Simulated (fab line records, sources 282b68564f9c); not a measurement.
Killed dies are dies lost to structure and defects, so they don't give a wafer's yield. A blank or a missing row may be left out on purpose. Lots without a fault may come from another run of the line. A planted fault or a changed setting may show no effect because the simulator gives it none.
fab line records | flow rit_cmos
record lots=12 wafers=36 last_day=7
route steps=202 shown NSD@134 M1@202
lots that met no fault: from a run of the same line without faults
start_h: hours from the record's first day to the start of the lot's first wafer shown | wait_h: hours since the lot's step before | " the same as in the row above | L1.1+2: a row that stands for several wafers | - no value, or no start given | * or withheld: withheld | < > ~ a bound
route shown NAME@n: a module of which the file shows steps, and the number in the route of the first | usual: mean/standard deviation of fault-free wafers | same: alike in all rows | chamber/n: place in a boat | sites: the reading at each site | _std_site: their standard deviation | _edge_site: outer sites' mean less inner sites' | radius_mm: how far each site lies from the wafer's centre | mask NAME#n: copy n | behind: the tool/chamber that last shaped the wafer | hold: why the lot was held/for how many hours/how that ended | device: the transistor (n, p or np) that didn't switch | end of line: the same wafers' tests at the end of the route | a step without rows: its recipe alone | killed: dies lost to structure and defects at the first sort, not the wafer's yield | map: a wafer's dies, x killed, . not, _ none there
set.NAME: the setting as run; set.NAME@STEP: as run at that earlier step | model.NAME: the simulator's own value behind a step, which no gauge read
steps of the route over a sample of lots; a table a step, a row a wafer
services: from which hour (start_h, from the record's first day; less than 0 if before it) a tool's chamber was out of use, for how many hours, and why
## steps
# step RIT_NSD_EXPOSE_03
# recipe mask_id=M9 na=0.57 target_cd_nm=40700 dose_mj=250
# usual focus_offset_nm=0.0/0.5
# columns lot.wafer tool chamber start_h wait_h mask focus_offset_nm
L453.2 iline_stepper-01 0 47.20 0.1 M9#0 0.1
L453.4 " 0 " " M9#0 -0.3
L453.5 " 0 " " M9#0 -0.4
L454.2 iline_stepper-02 0 55.58 0.2 M9#0 -0.3
L454.5 " 0 " " M9#0 -0.1
L454.6 " 0 " " M9#0 -0.2
L455.2 iline_stepper-01 0 62.81 0.2 M9#0 0.0
L455.5 " 0 " " M9#0 0.2
L455.6 " 0 " " M9#0 0.4
L456.2 iline_stepper-01 0 68.71 0.1 M9#0 0.3
L456.5 " 0 " " M9#0 -0.1
L456.6 " 0 " " M9#0 -0.2
L457.3 iline_stepper-02 0 72.51 0.2 M9#0 0.4
L457.4 " 0 " " M9#0 0.2
L457.5 " 0 " " M9#0 0.3
L458.2 iline_stepper-01 0 75.85 0.2 M9#0 -0.3
L458.5 " 0 " " M9#0 0.2
L458.6 " 0 " " M9#0 -0.5
L459.2 iline_stepper-02 0 85.14 0.2 M9#0 -0.4
L459.5 " 0 " " M9#0 0.0
L459.6 " 0 " " M9#0 -0.4
L460.1 iline_stepper-02 0 89.85 0.1 M9#0 0.1
L460.4 " 0 " " M9#0 0.0
L460.6 " 0 " " M9#0 0.0
L461.1 iline_stepper-02 0 93.49 0.1 M9#0 0.6
L461.4 " 0 " " M9#0 0.0
L461.6 " 0 " " M9#0 0.6
L462.2 iline_stepper-01 0 94.08 0.2 M9#0 -0.4
L462.5 " 0 " " M9#0 0.3
L462.6 " 0 " " M9#0 0.0
L468.3 iline_stepper-02 0 127.73 0.1 M9#0 0.6
L468.4 " 0 " " M9#0 0.8
L468.6 " 0 " " M9#0 0.7
L472.1 iline_stepper-02 0 147.79 0.2 M9#0 0.6
L472.2 " 0 " " M9#0 0.2
L472.5 " 0 " " M9#0 -0.3
# step RIT_NSD_OVL_MEAS_06
# usual NSD_OVL=0.5/1.5
# columns lot.wafer tool chamber start_h wait_h NSD_OVL[nm]
L453.2 overlay-01 - 47.59 - 2.0
L453.4 " - " " 1.1
L453.5 " - " " 1.3
L454.2 overlay-01 - 55.96 - 1.2
L454.5 " - " " 1.4
L454.6 " - " " 0.9
L455.2 overlay-02 - 63.21 - 2.2
L455.5 " - " " 0.0
L455.6 " - " " 0.5
L456.2 overlay-02 - 69.12 - -3.0
L456.5 " - " " -1.5
L456.6 " - " " 0.2
L457.3 overlay-01 - 72.88 - 0.6
L457.4 " - " " 2.3
L457.5 " - " " -0.1
L458.2 overlay-01 - 76.24 - 2.5
L458.5 " - " " 0.2
L458.6 " - " " -0.5
L459.2 overlay-02 - 85.52 - -1.3
L459.5 " - " " -2.0
L459.6 " - " " -2.8
L460.1 overlay-01 - 90.25 - 2.2
L460.4 " - " " 1.3
L460.6 " - " " 1.2
L461.1 overlay-02 - 93.89 - -0.4
L461.4 " - " " 0.8
L461.6 " - " " 1.2
L462.2 overlay-02 - 94.47 - 1.7
L462.5 " - " " 2.8
L462.6 " - " " 2.1
L468.3 overlay-02 - 128.10 - -
L468.4 " - " " -
L468.6 " - " " -
L472.1 overlay-02 - 148.19 - -
L472.2 " - " " -
L472.5 " - " " -
# step RIT_M1_PROBE_99
# usual killed_at_M0_to_M3=0.0/0.2 killed_at_contacts=0.1/0.25 killed_at_front_end=6/3.1 killed_dies=6/3.1 killed_on_rim=1.6/1.4 killed_open=2.9/2 killed_short=3.3/2
# same gross_dies=264 killed_at_M4_up=0 killed_at_back_side=0 killed_at_other=0
# columns lot.wafer tool chamber start_h wait_h killed_at_M0_to_M3 killed_at_contacts killed_at_front_end killed_dies killed_on_rim killed_open killed_short
L468.3 prober-01 - 138.30 0.2 0 0 264 264 70 3 0
L468.4 prober-01 - 138.35 0.2 0 0 264 264 70 6 5
L468.6 prober-01 - 138.45 0.2 0 1 263 264 70 1 2
L472.1 prober-01 - 158.35 0.1 0 0 264 264 70 0 5
L472.2 prober-01 - 158.40 0.1 0 0 264 264 70 4 3
L472.5 prober-01 - 158.55 0.2 0 0 264 264 70 3 5
# killed by level:class
L468.3 NSD:overlay=261 FOX1:geometric_particle:open=1 GATE:geometric_particle:open=1 SILICIDE:geometric_particle:open=1
L468.4 NSD:overlay=253 GATE:geometric_particle:open=4 FOX1:geometric_particle:short=2 GATE:geometric_particle:short=2 FOX2:geometric_particle:open=1 SILICIDE:geometric_particle:short=1 SILICIDE:geometric_particle:open=1
L468.6 NSD:overlay=261 REOX:geometric_particle:open=1 REOX:geometric_particle:short=1 CONTACT:geometric_particle:short=1
L472.1 NSD:overlay=259 GATE:geometric_particle:short=2 REOX:geometric_particle:short=2 FOX2:geometric_particle:short=1
L472.2 NSD:overlay=257 FOX1:geometric_particle:open=1 GATE:geometric_particle:short=1 GATE:geometric_particle:open=1 REOX:geometric_particle:open=1 SPACER:geometric_particle:short=1 SILICIDE:geometric_particle:short=1 SILICIDE:geometric_particle:open=1
L472.5 NSD:overlay=256 FOX1:geometric_particle:short=2 FOX2:geometric_particle:short=1 GATE:geometric_particle:open=1 GATE:geometric_particle:short=1 REOX:geometric_particle:short=1 SPACER:geometric_particle:open=1 SILICIDE:geometric_particle:open=1
## services
# columns tool chamber start_h hours kind
iline_stepper-02 - 30.82 2.1 pm
iline_stepper-02 - 32.91 - consumable_replace:lamp
iline_stepper-01 - 101.83 2.6 repair
iline_stepper-02 - 104.42 1.7 pm
iline_stepper-01 - 122.23 1.7 pm
iline_stepper-02 0 147.76 - calibration
## key
first_sign step=RIT_NSD_OVL_MEAS_06 reading=NSD_OVL direction=missing
effect step=RIT_M1_PROBE_99 reading=killed_dies direction=up sigmas=84 usual=6 struck=264
more_kills_born_at RIT_NSD_EXPOSE_03@iline_stepper-02=1547
met_at RIT_NSD_EXPOSE_03
struck_lots L468,L472
tester_left_out L468,L472
onset_between 93.49 127.73
also_fits time
fault kind=scanner_matching_overlay tool=iline_stepper-02 chamber=- onset_h=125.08 steps=RIT_NSD_EXPOSE_03 offset=5122.6
# tester_left_out: of these lots the tester's yield and bins aren't shown, on N5 and GAA mostly nor the transistor test; their killed dies are dies lost to structure and defects alone, not to doping, threshold or leakage, so they don't give the yield
